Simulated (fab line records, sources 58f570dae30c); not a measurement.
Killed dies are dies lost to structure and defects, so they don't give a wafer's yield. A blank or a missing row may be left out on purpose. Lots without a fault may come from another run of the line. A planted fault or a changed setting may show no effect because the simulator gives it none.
Chamber matching | flow berkeley_cmos170 | UCB170_GATE_ETCH_15 on rie_si-02: 4 sister chambers
The step etches poly-Si in HBr/Cl2, stops on SiO2, time 56.3 s, target depth 278.2 nm. 4 wafers are shown with their chamber, then 8 later ones without.

WAFERS WITH THEIR CHAMBER
wafer  | chamber | throttle_valve_pct (%)
L252.6 | 1       | 26.85
L256.5 | 3       | 26.72
L256.6 | 2       | 26.39
L259.1 | 0       | 26.61

WAFERS WITHOUT THEIR CHAMBER
wafer  | throttle_valve_pct (%)
L259.4 | 26.84
L259.6 | 26.41
L261.1 | 26.71
L261.2 | 26.39
L261.6 | 26.60
L264.2 | 26.39
L264.3 | 26.86
L264.4 | 26.61

WHICH CHAMBER EACH WENT THROUGH
wafer  | from the rows above | in truth
L259.4 | 1                   | 1
L259.6 | 2                   | 2
L261.1 | 3                   | 3
L261.2 | 2                   | 2
L261.6 | 0                   | 0
L264.2 | 2                   | 2
L264.3 | 1                   | 1
L264.4 | 0                   | 0
Placed correctly: 8 of 8. Can't be placed from these rows: 0. Placed wrongly: 0.
How it was worked out, from the rows above alone: a wafer's distance from a chamber is the root of the sum, over the readings, of the square of ((its reading less the chamber's mean) divided by the reading's scatter). The wafer belongs to the nearest chamber; if the next one is less than 2 further off, it can't be placed. A chamber's mean is the mean of its shown wafers. The scatter: with one shown wafer a chamber, the root of the mean of the squares of how far each hidden wafer lies from its nearest shown one.
